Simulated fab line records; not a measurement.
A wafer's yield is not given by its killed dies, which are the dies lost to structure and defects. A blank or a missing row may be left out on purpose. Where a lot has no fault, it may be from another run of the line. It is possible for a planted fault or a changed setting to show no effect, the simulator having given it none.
Split-lot study / flow berkeley_cmos170 / 23 wafers read across 5 lots, on a route 331 steps long

ON THE SPLIT
At UCB170_SPACER_ANNEAL_02 (time 1800 s), the setting temp_c was moved away from the recipe's 900 C on 10 of the 23 wafers read, by -1.6% to -1.2%. For the rest of the wafers, this setting stayed at what the recipe calls for.

FROM THE SPLIT TO THE READING: what the file shows between them, 5 steps
- UCB170_NSD_IMPLANT_08 (also split here: dose_cm2)
- UCB170_NSD_STRIP_09: strips in O2
- UCB170_NSD_CLEAN_11: cleans in SPM, time 600 s
- UCB170_SDANNEAL_RTA_01: time 5 s
- UCB170_SDANNEAL_RS_MEAS_03: measures by four-point-probe

THE READING
Measured at UCB170_SDANNEAL_RS_MEAS_04 by four-point probe: PLDD_RS, in ohm/sq. Fault-free wafers of this fab line usually give 1032 ohm/sq, standard deviation 3 ohm/sq.

wafer=L076.1; tool, chamber at the split=-, -; temp_c as run, C=900; against the recipe=recipe; PLDD_RS, ohm/sq=1035; against lot-mates on the recipe=-
wafer=L076.2; tool, chamber at the split=-, -; temp_c as run, C=900; against the recipe=recipe; PLDD_RS, ohm/sq=1028; against lot-mates on the recipe=-
wafer=L076.3; tool, chamber at the split=-, -; temp_c as run, C=900; against the recipe=recipe; PLDD_RS, ohm/sq=1034; against lot-mates on the recipe=-
wafer=L076.4; tool, chamber at the split=-, -; temp_c as run, C=900; against the recipe=recipe; PLDD_RS, ohm/sq=1030; against lot-mates on the recipe=-
wafer=L076.6; tool, chamber at the split=-, -; temp_c as run, C=900; against the recipe=recipe; PLDD_RS, ohm/sq=1030; against lot-mates on the recipe=-
wafer=L079.2; tool, chamber at the split=-, -; temp_c as run, C=900; against the recipe=recipe; PLDD_RS, ohm/sq=1032; against lot-mates on the recipe=-
wafer=L079.3; tool, chamber at the split=-, -; temp_c as run, C=900; against the recipe=recipe; PLDD_RS, ohm/sq=1031; against lot-mates on the recipe=-
wafer=L079.4; tool, chamber at the split=-, -; temp_c as run, C=900; against the recipe=recipe; PLDD_RS, ohm/sq=1032; against lot-mates on the recipe=-
wafer=L079.5; tool, chamber at the split=-, -; temp_c as run, C=900; against the recipe=recipe; PLDD_RS, ohm/sq=1030; against lot-mates on the recipe=-
wafer=L079.6; tool, chamber at the split=-, -; temp_c as run, C=900; against the recipe=recipe; PLDD_RS, ohm/sq=1034; against lot-mates on the recipe=-
wafer=L080.2; tool, chamber at the split=furnace-04, 0; temp_c as run, C=900; against the recipe=recipe; PLDD_RS, ohm/sq=1036; against lot-mates on the recipe=-
wafer=L080.3; tool, chamber at the split=furnace-04, 0; temp_c as run, C=900; against the recipe=recipe; PLDD_RS, ohm/sq=1037; against lot-mates on the recipe=-
wafer=L080.4; tool, chamber at the split=furnace-04, 0; temp_c as run, C=900; against the recipe=recipe; PLDD_RS, ohm/sq=1037; against lot-mates on the recipe=-
wafer=L082.2; tool, chamber at the split=-, -; temp_c as run, C=889.5; against the recipe=-1.2%; PLDD_RS, ohm/sq=1066; against lot-mates on the recipe=no lot-mate on the recipe
wafer=L082.3; tool, chamber at the split=-, -; temp_c as run, C=889.5; against the recipe=-1.2%; PLDD_RS, ohm/sq=1068; against lot-mates on the recipe=no lot-mate on the recipe
wafer=L082.4; tool, chamber at the split=-, -; temp_c as run, C=889.5; against the recipe=-1.2%; PLDD_RS, ohm/sq=1067; against lot-mates on the recipe=no lot-mate on the recipe
wafer=L082.5; tool, chamber at the split=-, -; temp_c as run, C=889.5; against the recipe=-1.2%; PLDD_RS, ohm/sq=1065; against lot-mates on the recipe=no lot-mate on the recipe
wafer=L082.6; tool, chamber at the split=-, -; temp_c as run, C=889.5; against the recipe=-1.2%; PLDD_RS, ohm/sq=1066; against lot-mates on the recipe=no lot-mate on the recipe
wafer=L085.1; tool, chamber at the split=-, -; temp_c as run, C=885.5; against the recipe=-1.6%; PLDD_RS, ohm/sq=1091; against lot-mates on the recipe=no lot-mate on the recipe
wafer=L085.2; tool, chamber at the split=-, -; temp_c as run, C=885.5; against the recipe=-1.6%; PLDD_RS, ohm/sq=1089; against lot-mates on the recipe=no lot-mate on the recipe
wafer=L085.4; tool, chamber at the split=-, -; temp_c as run, C=885.5; against the recipe=-1.6%; PLDD_RS, ohm/sq=1093; against lot-mates on the recipe=no lot-mate on the recipe
wafer=L085.5; tool, chamber at the split=-, -; temp_c as run, C=885.5; against the recipe=-1.6%; PLDD_RS, ohm/sq=1090; against lot-mates on the recipe=no lot-mate on the recipe
wafer=L085.6; tool, chamber at the split=-, -; temp_c as run, C=885.5; against the recipe=-1.6%; PLDD_RS, ohm/sq=1091; against lot-mates on the recipe=no lot-mate on the recipe

FIT RESULTS
A straight line over all 23 wafers: PLDD_RS changes by -33.9 ohm/sq for each +1% of temp_c; r = -0.99; the points scatter about the line by 4.1 ohm/sq.
Too few moved wafers with a lot-mate on the recipe to fit a line net of each lot's own level.

THE FILE'S OWN FIT
PLDD_RS changes by -34 ohm/sq for each +1% of temp_c, r = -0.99.
